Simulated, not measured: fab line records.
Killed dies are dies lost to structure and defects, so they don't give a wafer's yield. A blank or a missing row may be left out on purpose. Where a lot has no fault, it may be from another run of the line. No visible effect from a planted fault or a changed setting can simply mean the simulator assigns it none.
fab line records	flow berkeley_cmos170
[record] lots = 14	wafers = 42	last_day = 12
route steps=331 shown PFIELD@82 PVT@123 NLDD@169 BACKSIDE@202
lots untouched by any fault: they come from a run of this same line in which no faults occurred
start_h: the number of hours between the record's first day and the start of the first shown wafer of the lot	wait_h: hours elapsed since this lot's preceding step	" repeats the value in the row above	L1.1+2: a single row standing in for several wafers	- either no value or no given start	* or withheld: withheld	< > ~ a bound
route shown NAME@n: NAME is a module with steps in the file, n the number in the route of the first one	usual: average and standard deviation across the fault-free wafers	same: alike in all rows	chamber/n: place in a boat	sites: each site's reading	_std_site: the standard deviation of these	_edge_site: mean of outer sites minus mean of inner sites	radius_mm: for every site, how far away it sits from the centre of the wafer	mask NAME#n: copy n	behind: the last tool/chamber to shape the wafer	hold: why the lot was held/for how many hours/how that ended	device: transistor that didn't switch, given as n, p or np	end of line: the route-end tests of the same wafers	a step given without rows: its recipe and nothing more	killed: the dies lost at the first sort to structure and to defects; this is not the yield of the wafer	map: a wafer's dies, marking killed ones x, the rest . and places with no die _
set.NAME: the run value of the setting; set.NAME@STEP: its run value at that earlier step	model.NAME: the simulator's own value behind a step, which no gauge read
route steps across a sampled set of lots; one table per step, one row per wafer
services: from which hour (start_h, from the record's first day; less than 0 if before it) a tool's chamber was out of use, for how many hours, and why
[[steps]]
[step UCB170_PFIELD_EXPOSE_03]
[recipe] mask_id = PFIELD	na = 0.5	sigma_outer = 0.6	source_shape = conventional	target_cd_nm = 1500	dose_mj = 30
lot.wafer	tool	chamber	start_h	wait_h	mask
L514.1+2+5	krf_scanner-01	0	73.92	0.2	PFIELD#0
L515.2+3+6	krf_scanner-02	0	74.66	0.3	PFIELD#0
L516.1+5+6	krf_scanner-01	0	79.92	0.2	PFIELD#0
L517.4+5+6	krf_scanner-01	0	86.54	0.1	PFIELD#0
L518.3+4+5	krf_scanner-01	0	95.50	0.1	PFIELD#0
L519.1+2+5	krf_scanner-02	0	95.70	0.3	PFIELD#0
L520.1+2+6	krf_scanner-02	0	103.97	0.1	PFIELD#0
L523.1+4+5	krf_scanner-02	0	109.66	0.1	PFIELD#0
L522.3+4+6	krf_scanner-02	0	109.81	0.1	PFIELD#0
L528.3+4+5	krf_scanner-02	0	141.84	0.3	PFIELD#0
L529.1+2+4	krf_scanner-01	0	155.74	0.2	PFIELD#0
L532.3+4+5	krf_scanner-01	0	165.79	0.4	PFIELD#0
L534.1+2+6	krf_scanner-02	0	172.57	0.2	PFIELD#0
L537.1+2+3	krf_scanner-02	0	182.78	0.2	PFIELD#0
[step UCB170_PFIELD_OVL_MEAS_06]
[usual] PFIELD_OVL = -4/5.4
lot.wafer	tool	chamber	start_h	wait_h	PFIELD_OVL[nm]
L514.1	overlay-01	-	74.52	-	5
L514.2	"	-	"	"	-3
L514.5	"	-	"	"	11
L515.2	overlay-01	-	75.40	-	-3
L515.3	"	-	"	"	-12
L515.6	"	-	"	"	-6
L516.1	overlay-02	-	80.32	-	-5
L516.5	"	-	"	"	-11
L516.6	"	-	"	"	-8
L517.4	overlay-01	-	86.89	-	-1
L517.5	"	-	"	"	-6
L517.6	"	-	"	"	-8
L518.3	overlay-01	-	96.66	-	3
L518.4	"	-	"	"	-1
L518.5	"	-	"	"	-3
L519.1	overlay-02	-	96.88	-	-6
L519.2	"	-	"	"	1
L519.5	"	-	"	"	-8
L520.1	overlay-01	-	104.97	-	-15
L520.2	"	-	"	"	-9
L520.6	"	-	"	"	-6
L523.1	overlay-01	-	110.66	-	-4
L523.4	"	-	"	"	-11
L523.5	"	-	"	"	-3
L522.3	overlay-01	-	111.08	-	-8
L522.4	"	-	"	"	-1
L522.6	"	-	"	"	5
L528.3	overlay-01	-	142.21	-	0
L528.4	"	-	"	"	-13
L528.5	"	-	"	"	1
L529.1	overlay-02	-	156.17	-	342
L529.2	"	-	"	"	340
L529.4	"	-	"	"	338
L532.3	overlay-01	-	166.15	-	324
L532.4	"	-	"	"	333
L532.5	"	-	"	"	336
L534.1	overlay-01	-	172.96	-	-5
L534.2	"	-	"	"	0
L534.6	"	-	"	"	-1
L537.1	overlay-02	-	183.43	-	-15
L537.2	"	-	"	"	-4
L537.3	"	-	"	"	-8
[step UCB170_PVT_STRIP_08]
[recipe] chemistry = O2	power_w = 400	pressure_mtorr = 3500	platen_temp_c = withheld	o2_flow_sccm = 400	overash_fraction = 0.5
[usual] drypump_motor_current_A = 5.8/0.51	oes_product_au = 0.735/0.0043	strip_time_to_endpoint_s = 21.62/0.066
lot.wafer	tool	chamber	start_h	wait_h	drypump_motor_current_A	oes_product_au	rf_hours_counter_h	strip_time_to_endpoint_s
L514.1	plasma_asher-01	0	99.50	0.1	6.6	0.731	40	21.57
L514.2	"	1	"	"	5.7	0.732	40	21.65
L514.5	"	0	"	"	6.6	0.735	-	21.65
L515.2	plasma_asher-03	1	99.77	0.1	5.7	0.730	38	21.52
L515.3	"	0	"	"	6.1	0.735	-	21.50
L515.6	"	0	"	"	6.0	0.739	-	21.52
L516.1	plasma_asher-03	0	107.02	0.1	6.0	0.740	40	21.56
L516.5	"	0	"	"	6.1	0.739	-	21.52
L516.6	"	1	"	"	5.7	0.728	-	21.55
L517.4	plasma_asher-03	0	112.05	0.1	6.1	0.730	-	21.61
L517.5	"	0	"	"	6.0	0.736	-	21.64
L517.6	"	1	"	"	5.7	0.732	-	21.64
L519.1	plasma_asher-04	1	129.16	0.1	4.8	0.738	40	21.62
L519.2	"	0	"	"	5.9	0.736	40	21.60
L519.5	"	1	"	"	4.8	0.742	-	21.61
L518.3	plasma_asher-01	0	130.02	0.1	6.5	0.735	-	21.57
L518.4	"	1	"	"	5.6	0.732	-	21.54
L518.5	"	1	"	"	5.6	0.730	-	21.58
L522.3	plasma_asher-01	1	140.94	0.1	5.6	0.732	-	21.65
L522.4	"	0	"	"	6.5	0.730	-	21.63
L522.6	"	0	"	"	6.6	0.733	-	21.64
L520.1	plasma_asher-04	1	141.05	0.1	4.8	0.733	42	21.47
L520.2	"	0	"	"	5.9	0.733	42	21.56
L520.6	"	0	"	"	5.9	0.737	-	21.53
L523.1	plasma_asher-01	1	141.60	0.1	5.6	0.746	3	21.62
L523.4	"	1	"	"	5.6	0.731	-	21.65
L523.5	"	0	"	"	6.6	0.737	-	21.60
L528.3	plasma_asher-03	1	167.70	0.1	5.7	0.729	-	21.58
L528.4	"	0	"	"	6.0	0.736	-	21.67
L528.5	"	1	"	"	5.6	0.738	-	21.59
L529.1	plasma_asher-04	1	188.04	0.1	4.8	0.729	48	21.62
L529.2	"	0	"	"	5.9	0.728	48	21.56
L529.4	"	0	"	"	5.9	0.734	-	21.68
L532.3	plasma_asher-03	0	199.12	0.1	6.0	0.735	-	21.53
L532.4	"	1	"	"	5.7	0.737	-	21.58
L532.5	"	1	"	"	5.7	0.742	-	21.51
L534.1	plasma_asher-03	0	208.63	0.1	6.0	0.736	52	21.61
L534.2	"	1	"	"	5.7	0.732	52	21.65
L534.6	"	1	"	"	5.7	0.736	-	21.62
L537.1	plasma_asher-01	1	219.57	0.1	5.6	0.736	11	21.64
L537.2	"	0	"	"	6.6	0.738	11	21.56
L537.3	"	0	"	"	6.6	0.734	-	21.59
[step UCB170_NLDD_TW_MEAS_11]
[usual] NLDD_TW = 2221/14
lot.wafer	tool	chamber	start_h	wait_h	NLDD_TW
L515.2	film_metro-03	-	115.08	0.1	2209
L515.3	"	-	"	"	2209
L515.6	"	-	"	"	2206
L514.1	film_metro-02	-	116.07	0.1	2219
L514.2	"	-	"	"	2233
L514.5	"	-	"	"	2245
L516.1	film_metro-03	-	127.99	0.1	2222
L516.5	"	-	"	"	2226
L516.6	"	-	"	"	2226
L517.4	film_metro-02	-	129.83	0.1	2240
L517.5	"	-	"	"	2233
L517.6	"	-	"	"	2227
L519.1	film_metro-03	-	144.03	0.1	2217
L519.2	"	-	"	"	2221
L519.5	"	-	"	"	2221
L518.3	film_metro-02	-	146.02	0.1	2222
L518.4	"	-	"	"	2216
L518.5	"	-	"	"	2225
L523.1	film_metro-02	-	154.08	0.1	2216
L523.4	"	-	"	"	2213
L523.5	"	-	"	"	2216
L522.3	film_metro-03	-	154.38	0.1	2216
L522.4	"	-	"	"	2221
L522.6	"	-	"	"	2214
L520.1	film_metro-03	-	154.91	0.1	2224
L520.2	"	-	"	"	2218
L520.6	"	-	"	"	2216
L528.3	film_metro-03	-	184.02	0.1	2218
L528.4	"	-	"	"	2228
L528.5	"	-	"	"	2217
L529.1	film_metro-03	-	210.25	0.1	2228
L529.2	"	-	"	"	2232
L529.4	"	-	"	"	2235
L532.3	film_metro-03	-	218.52	0.1	2234
L532.4	"	-	"	"	2224
L532.5	"	-	"	"	2216
L534.1	film_metro-04	-	223.05	0.1	2193
L534.2	"	-	"	"	2183
L534.6	"	-	"	"	2196
L537.1	film_metro-03	-	237.58	0.1	2237
L537.2	"	-	"	"	2232
L537.3	"	-	"	"	2229
[step UCB170_BACKSIDE_STRIP_03]
[recipe] chemistry = O2	power_w = 400	pressure_mtorr = 3500	platen_temp_c = withheld	o2_flow_sccm = 400	overash_fraction = 0.5
[usual] drypump_motor_current_A = 5.7/0.37	oes_product_au = 0.734/0.0047	strip_time_to_endpoint_s = 21.99/0.059
lot.wafer	tool	chamber	start_h	wait_h	drypump_motor_current_A	oes_product_au	rf_hours_counter_h	strip_time_to_endpoint_s
L515.2	plasma_asher-04	0	129.44	0.1	5.9	0.735	40	22.01
L515.3	"	0	"	"	5.9	0.737	-	22.04
L515.6	"	1	"	"	4.8	0.734	-	21.96
L514.1	plasma_asher-03	0	129.89	0.1	6.1	0.734	43	21.99
L514.2	"	1	"	"	5.7	0.744	43	21.98
L514.5	"	0	"	"	6.1	0.735	-	21.95
L516.1	plasma_asher-03	1	137.81	0.1	5.7	0.735	45	21.95
L516.5	"	0	"	"	6.0	0.742	-	22.03
L516.6	"	1	"	"	5.7	0.737	-	22.04
L517.4	plasma_asher-04	0	138.30	0.1	5.9	0.734	-	22.00
L517.5	"	0	"	"	5.9	0.739	-	21.95
L517.6	"	1	"	"	4.8	0.738	-	21.95
L519.1	plasma_asher-04	0	154.18	0.1	5.9	0.727	44	21.95
L519.2	"	1	"	"	4.8	0.732	44	22.02
L519.5	"	0	"	"	5.9	0.729	-	22.03
L518.3	plasma_asher-02	0	156.86	0.1	5.6	0.739	-	21.94
L518.4	"	1	"	"	5.9	0.733	-	21.92
L518.5	"	0	"	"	5.6	0.735	-	21.93
L523.1	plasma_asher-03	1	161.70	0.1	5.7	0.737	48	22.09
L523.4	"	1	"	"	5.7	0.734	-	22.14
L523.5	"	0	"	"	6.1	0.732	-	22.03
L522.3	plasma_asher-04	0	162.04	0.1	5.9	0.733	-	22.03
L522.4	"	1	"	"	4.8	0.733	-	22.02
L522.6	"	0	"	"	5.9	0.746	-	22.01
L520.1	plasma_asher-02	1	162.65	0.1	5.9	0.734	39	21.92
L520.2	"	0	"	"	5.6	0.727	39	21.94
L520.6	"	0	"	"	5.6	0.740	-	21.97
L528.3	plasma_asher-03	0	193.67	0.1	6.0	0.724	-	21.94
L528.4	"	1	"	"	5.7	0.733	-	21.93
L528.5	"	1	"	"	5.7	0.739	-	21.96
L529.1	plasma_asher-03	1	222.93	0.1	5.7	0.739	53	21.91
L529.2	"	0	"	"	6.0	0.731	53	22.01
L529.4	"	1	"	"	5.7	0.728	-	21.97
L532.3	plasma_asher-03	0	226.88	0.1	6.1	0.727	-	21.98
L532.4	"	1	"	"	5.7	0.739	-	22.08
L532.5	"	0	"	"	6.0	0.731	-	22.01
L534.1	plasma_asher-03	1	234.64	0.1	5.7	0.733	55	22.03
L534.2	"	0	"	"	6.0	0.739	55	21.95
L534.6	"	0	"	"	6.0	0.735	-	21.92
L537.1	plasma_asher-02	1	251.86	0.1	5.9	0.732	47	22.02
L537.2	"	0	"	"	5.5	0.727	47	22.00
L537.3	"	1	"	"	5.9	0.735	-	22.07
[[services]]
tool	chamber	start_h	hours	kind
krf_scanner-01	0	76.16	-	calibration
plasma_asher-04	-	84.29	2.8	pm
plasma_asher-04	-	87.04	29.1	pm
krf_scanner-02	0	107.88	-	calibration
plasma_asher-01	-	108.75	9.0	pm
plasma_asher-01	0	108.75	9.0	vent_cycle
plasma_asher-01	1	108.75	9.0	vent_cycle
krf_scanner-01	-	109.32	1.5	repair
plasma_asher-01	0	117.75	-	clean
plasma_asher-01	1	117.75	-	clean
plasma_asher-02	-	130.15	10.5	repair
plasma_asher-04	-	131.65	1.8	repair
krf_scanner-02	-	136.54	1.0	pm
krf_scanner-02	-	141.93	2.0	repair
krf_scanner-01	-	143.96	1.0	pm
krf_scanner-02	-	146.06	1.3	pm
krf_scanner-02	-	165.01	2.8	repair
plasma_asher-03	-	199.30	2.3	repair
krf_scanner-01	-	209.86	1.3	pm
krf_scanner-02	-	227.61	0.8	pm
plasma_asher-02	-	228.23	14.6	pm
krf_scanner-02	-	239.18	0.5	repair
krf_scanner-01	0	243.79	-	calibration
[[key]]
[first_sign] step = UCB170_PFIELD_OVL_MEAS_06	reading = PFIELD_OVL	direction = up	sigmas = 63	usual = -4	struck = 335
effect none on later readings
met_at UCB170_PFIELD_EXPOSE_03
struck_lots L529,L532
tester_left_out L529,L532
[loop_trim] step = UCB170_NLDD_EXPOSE_03	setting = dose	lots = L532
not_acting_at UCB170_PVT_STRIP_08,UCB170_NLDD_TW_MEAS_11,UCB170_BACKSIDE_STRIP_03
onset_between 95.50 155.74
[fault] kind = scanner_matching_overlay	tool = krf_scanner-01	chamber = -	onset_h = 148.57	steps = UCB170_PFIELD_EXPOSE_03	offset = 337.52
// tester_left_out: of these lots the tester's yield and bins aren't shown, on N5 and GAA mostly nor the transistor test; their killed dies are dies lost to structure and defects alone, not to doping, threshold or leakage, so they don't give the yield
// loop_trim: a control loop set the setting to another value than it would have without faults
